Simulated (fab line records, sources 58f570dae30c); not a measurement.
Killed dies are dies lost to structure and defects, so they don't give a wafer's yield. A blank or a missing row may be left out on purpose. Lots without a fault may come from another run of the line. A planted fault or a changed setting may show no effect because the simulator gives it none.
Problem report in the 8D (eight disciplines) form, filled by code | flow berkeley_cmos170 | the parts of the form that need people (team, actions taken, sign-off) are left out

1. THE PROBLEM
GATE_POLY_THK at UCB170_GATE_THK_MEAS_05 reads a mean of 187.3 nm on 6 wafers of 2 lots; wafers without a fault read 216.1 nm with a standard deviation of 2. That is -14 standard deviations from the usual mean.
First seen on wafer L165.1, day 9 02:23, on film_metro-03. The record holds 33 wafers of 11 lots with a number at this step. Rule for "out", or "out of limits": more than 4 standard deviations from the usual mean. The other wafers with a number count as sound.

2. WHAT IT IS AND WHAT IT IS NOT
question                    | is                           | is not
which readings at this step | GATE_POLY_THK                | -
which lots                  | L164, L165                   | L158, L159, L160, L161, L162, L163, L166, L170, L173
which wafers of those lots  | all that have a number       | -
read on which gauges        | film_metro-02, film_metro-03 | film_metro-01
when                        | from day 9 02:23             | up to then (18 sound wafers); but 9 sound wafers of L166, L170, L173 came after

3. SUSPECTS, AND WHAT RULES EACH OUT
Counting: a tool at a process step up to the reading stays a suspect if it ran every lot that is out and no sound lot after the first of them.
- the gauge at UCB170_GATE_THK_MEAS_05: ruled out. The wafers that are out were read on 2 gauges (film_metro-02, film_metro-03).
- lpcvd-01 at UCB170_GATE_CVD_04 (deposits poly-Si from SiH4, time 1440 s, target thk 214 nm): kept. It ran every lot that is out, first L164 (day 9 00:59), and no sound lot after that; its last sound lot up to then is L161 (day 8 02:35).
Left after counting: lpcvd-01 at UCB170_GATE_CVD_04.

4. THE CAUSE (what the simulator had put in)
Process parameter drift: lpcvd-01, from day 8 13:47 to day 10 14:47, at UCB170_GATE_CVD_04. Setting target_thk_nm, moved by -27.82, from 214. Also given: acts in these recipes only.
Counting left only this tool.

5. THE CHAIN OF EFFECTS, in route order
Each row: a reading whose mean over the struck wafers that have a number lies more than 3 standard deviations from the usual. Only readings for which the record gives a usual standard deviation are gone through. hours: the time from each lot's start at the first step in this table that gives one to its start at this step, as a median over the lots. sigmas: the change in usual standard deviations.
hours | step                    | reading        | usual      | on struck wafers | change | sigmas
0     | UCB170_GATE_THK_MEAS_05 | GATE_POLY_THK  | 216.1 nm   | 187.3            | -28.8  | -14
1     | UCB170_GATE_ETCH_15     | oes_product_au | 0.830 a.u. | 0.757            | -0.073 | -6.6
The process steps in it:
- UCB170_GATE_ETCH_15: etches poly-Si in HBr/Cl2, stops on SiO2, time 56.3 s, target depth 278.2 nm.
Later measuring or inspecting steps at which every struck wafer that the step has a row for has a number for every such reading, and none has moved that far: UCB170_PSD_OVL_MEAS_07.

6. WHAT WOULD HAVE CAUGHT IT SOONER
In this record the first reading out of limits at a measuring or inspecting step was taken at day 9 02:23, 13 hours after the fault began at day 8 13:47.
All the lots that are out (2) had begun UCB170_GATE_CVD_04 on lpcvd-01 by day 9 02:23. A hold on the tool at that time would have spared none of them.
